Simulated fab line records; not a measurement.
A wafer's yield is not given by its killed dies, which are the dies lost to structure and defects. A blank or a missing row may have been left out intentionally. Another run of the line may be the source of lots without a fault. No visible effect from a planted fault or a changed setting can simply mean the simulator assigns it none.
Lot-split experiment || flow berkeleyCmos170 || 23 wafers read across 5 lots, on a route 331 steps long

THE SPLIT ITSELF
At UCB170_V1_EXPOSE_09 (exposes mask VIA1, target cd 700 nm), the setting doseMj was moved away from the recipe's 37 on 5 of the 23 wafers read, by +2.4% to +7.4%. All remaining wafers had this setting at the recipe value.

FROM THE SPLIT TO THE READING: what the file shows between them, 5 steps
- UCB170_V1_PEB_10
- UCB170_V1_DEVELOP_11: develop time 45 s
- UCB170_V1_CD_MEAS_12: target cd 700 nm
- UCB170_V1_ETCH_14: etches SiO2 in CHF3/CF4/Ar, stops on Al, target depth 1250 nm, time 291 s
- UCB170_V1_STRIP_15: strips in O2

THE READING
cdNm at UCB170_V1_CD_MEAS_90, given in nm (cd target 700 nm). Fault-free wafers of this fab line usually give 699.8 nm, standard deviation 1.5 nm.

{"wafer": "L078.1", "tool, chamber at the split": "krfScanner-01, 0", "doseMj as run": 37, "against the recipe": "recipe", "cdNm, nm": 699.3, "against lot-mates on the recipe": "-"}
{"wafer": "L078.3", "tool, chamber at the split": "krfScanner-01, 0", "doseMj as run": 37, "against the recipe": "recipe", "cdNm, nm": 699.2, "against lot-mates on the recipe": "-"}
{"wafer": "L078.4", "tool, chamber at the split": "krfScanner-01, 0", "doseMj as run": 37, "against the recipe": "recipe", "cdNm, nm": 700.9, "against lot-mates on the recipe": "-"}
{"wafer": "L079.1", "tool, chamber at the split": "krfScanner-02, 0", "doseMj as run": 39.74, "against the recipe": "+7.4%", "cdNm, nm": 713.1, "against lot-mates on the recipe": "+12.0"}
{"wafer": "L079.2", "tool, chamber at the split": "krfScanner-02, 0", "doseMj as run": 39.74, "against the recipe": "+7.4%", "cdNm, nm": 713.0, "against lot-mates on the recipe": "+11.9"}
{"wafer": "L079.4", "tool, chamber at the split": "krfScanner-02, 0", "doseMj as run": 37, "against the recipe": "recipe", "cdNm, nm": 700.5, "against lot-mates on the recipe": "-"}
{"wafer": "L079.5", "tool, chamber at the split": "krfScanner-02, 0", "doseMj as run": 37, "against the recipe": "recipe", "cdNm, nm": 701.7, "against lot-mates on the recipe": "-"}
{"wafer": "L079.6", "tool, chamber at the split": "krfScanner-02, 0", "doseMj as run": 39.74, "against the recipe": "+7.4%", "cdNm, nm": 712.3, "against lot-mates on the recipe": "+11.2"}
{"wafer": "L083.1", "tool, chamber at the split": "krfScanner-02, 0", "doseMj as run": 37, "against the recipe": "recipe", "cdNm, nm": 701.0, "against lot-mates on the recipe": "-"}
{"wafer": "L083.3", "tool, chamber at the split": "krfScanner-02, 0", "doseMj as run": 37, "against the recipe": "recipe", "cdNm, nm": 702.6, "against lot-mates on the recipe": "-"}
{"wafer": "L083.4", "tool, chamber at the split": "krfScanner-02, 0", "doseMj as run": 37, "against the recipe": "recipe", "cdNm, nm": 699.4, "against lot-mates on the recipe": "-"}
{"wafer": "L083.5", "tool, chamber at the split": "krfScanner-02, 0", "doseMj as run": 37, "against the recipe": "recipe", "cdNm, nm": 699.8, "against lot-mates on the recipe": "-"}
{"wafer": "L083.6", "tool, chamber at the split": "krfScanner-02, 0", "doseMj as run": 37, "against the recipe": "recipe", "cdNm, nm": 698.8, "against lot-mates on the recipe": "-"}
{"wafer": "L081.1", "tool, chamber at the split": "krfScanner-01, 0", "doseMj as run": 37, "against the recipe": "recipe", "cdNm, nm": 699.6, "against lot-mates on the recipe": "-"}
{"wafer": "L081.3", "tool, chamber at the split": "krfScanner-01, 0", "doseMj as run": 37, "against the recipe": "recipe", "cdNm, nm": 700.5, "against lot-mates on the recipe": "-"}
{"wafer": "L081.4", "tool, chamber at the split": "krfScanner-01, 0", "doseMj as run": 37, "against the recipe": "recipe", "cdNm, nm": 698.3, "against lot-mates on the recipe": "-"}
{"wafer": "L081.5", "tool, chamber at the split": "krfScanner-01, 0", "doseMj as run": 37, "against the recipe": "recipe", "cdNm, nm": 699.6, "against lot-mates on the recipe": "-"}
{"wafer": "L081.6", "tool, chamber at the split": "krfScanner-01, 0", "doseMj as run": 37, "against the recipe": "recipe", "cdNm, nm": 698.2, "against lot-mates on the recipe": "-"}
{"wafer": "L085.1", "tool, chamber at the split": "krfScanner-01, 0", "doseMj as run": 37.87, "against the recipe": "+2.4%", "cdNm, nm": 700.6, "against lot-mates on the recipe": "+2.2"}
{"wafer": "L085.2", "tool, chamber at the split": "krfScanner-01, 0", "doseMj as run": 37, "against the recipe": "recipe", "cdNm, nm": 697.9, "against lot-mates on the recipe": "-"}
{"wafer": "L085.4", "tool, chamber at the split": "krfScanner-01, 0", "doseMj as run": 37.87, "against the recipe": "+2.4%", "cdNm, nm": 704.2, "against lot-mates on the recipe": "+5.8"}
{"wafer": "L085.5", "tool, chamber at the split": "krfScanner-01, 0", "doseMj as run": 37, "against the recipe": "recipe", "cdNm, nm": 699.3, "against lot-mates on the recipe": "-"}
{"wafer": "L085.6", "tool, chamber at the split": "krfScanner-01, 0", "doseMj as run": 37, "against the recipe": "recipe", "cdNm, nm": 698.1, "against lot-mates on the recipe": "-"}

FIT RESULTS
A straight line over all 23 wafers: cdNm changes by +1.74 nm for each +1% of doseMj; r = +0.96; the points scatter about the line by 1.4 nm.
The same after taking each lot's own level away (the mean of its wafers on the recipe; 23 wafers): +1.58 nm for each +1%; r = +0.97; scatter 1.1 nm.
That fit puts the effect of the largest move of doseMj on the reading at 12 nm.
The lots' own levels span 698.43 to 701.10 nm, that is 1.8 times the standard deviation above.
So the lot-to-lot level changes the slope: the two fits differ.
Check: with one of the wafers moved furthest among these (+7.4%) left out of the fit, the line predicts +11.6 nm for it against its lot-mates. Against them it came out at +12 nm.

ADDITIONAL SPLITS CARRIED BY THESE WAFERS
Other splits were also applied to these wafers ahead of the reading. Each is held against what the fit with the lots' levels taken away leaves over:
{"other split on the same wafers": "UCB170_PSD_IMPLANT_08 energyKev", "wafers away from the commonest value": 5, "r with cdNm (lot level and that fit taken away)": -0.30}
{"other split on the same wafers": "UCB170_BACKSIDE_COAT_01 spinRpm", "wafers away from the commonest value": 7, "r with cdNm (lot level and that fit taken away)": "+0.30"}
{"other split on the same wafers": "UCB170_CONTACT_CVD_01 o2FlowSccm", "wafers away from the commonest value": 10, "r with cdNm (lot level and that fit taken away)": "+0.03"}
{"other split on the same wafers": "UCB170_M1_COAT_04 resistThkNm", "wafers away from the commonest value": 5, "r with cdNm (lot level and that fit taken away)": "+0.13"}
{"other split on the same wafers": "UCB170_V1_CMP_02 leaveAboveRefNm", "wafers away from the commonest value": 4, "r with cdNm (lot level and that fit taken away)": -0.07}

THE WHOLE CHAIN: every reading that the file lists as answering this split, in the file's order
{"step": "UCB170_V1_CD_MEAS_12", "what it does": "target cd 700 nm", "reading": "cdNm", "change (the file's fit)": "+1.64 nm for each +1% of the setting", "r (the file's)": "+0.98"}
{"step": "UCB170_V1_ETCH_14", "what it does": "etches SiO2 in CHF3/CF4/Ar, stops on Al, target depth 1250 nm, time 291 s", "reading": "V1.cdNm (the simulator's own value, which no gauge read)", "change (the file's fit)": "+1.6 nm for each +1% of the setting", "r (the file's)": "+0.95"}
{"step": "UCB170_V1_CD_MEAS_90", "what it does": "target cd 700 nm", "reading": "cdNm", "change (the file's fit)": "+1.59 nm for each +1% of the setting", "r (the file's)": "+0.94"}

THE FILE'S OWN FIT
cdNm changes by +1.59 nm for each +1% of doseMj, r = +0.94.
